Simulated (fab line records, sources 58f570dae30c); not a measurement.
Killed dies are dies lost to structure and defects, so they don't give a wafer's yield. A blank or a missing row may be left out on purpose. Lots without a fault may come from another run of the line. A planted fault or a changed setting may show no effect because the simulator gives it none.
Which tool did it? | flow berkeley_cmos170 | 7 lots, 21 wafers sampled, at 1 step of a route of 331

WHAT THE GAUGES READ, wafer by wafer
UCB170_M2_CD_MEAS_15: target cd 700 nm.
lot  | measured     | on        | cd_nm (nm)
L764 | day 8 09:03  | cd_sem-02 | 698.9 698.6 696.8
L767 | day 8 19:47  | cd_sem-02 | 701.4 701.0 701.5
L770 | day 9 08:14  | cd_sem-01 | 699.6 701.0 697.7
L775 | day 10 04:58 | cd_sem-01 | 698.7 697.9 697.4
L781 | day 11 17:33 | cd_sem-01 | 697.9 697.9 697.9
L783 | day 12 02:02 | cd_sem-01 | 697.4 699.0 698.7
L784 | day 12 10:02 | cd_sem-01 | 701.0 699.6 700.5

WHICH TOOL RAN EACH LOT (tool, then ch and the chambers of the sampled wafers, then the start)
The record holds no process step before these readings.

THE ANSWER, worked out from the rows above alone
Rule: what is usual is taken from the lots themselves. Put in order of their means at a reading, lots are off if they are a third of the lots or fewer, leave a main group of 4 or more, and stand apart from it by a gap of 3 or more times the standard deviation of the main group's means; of several such gaps the widest counts. A main group whose means are all the same, to the digits that the tables above print for the reading, isn't used. A lot without any number at a reading at which 4 lots or more have one is off too. The other lots that the step has rows for count as sound.
No lot is off at any reading shown: from this, nothing can be told.

WHAT THE SIMULATOR HAD PUT IN
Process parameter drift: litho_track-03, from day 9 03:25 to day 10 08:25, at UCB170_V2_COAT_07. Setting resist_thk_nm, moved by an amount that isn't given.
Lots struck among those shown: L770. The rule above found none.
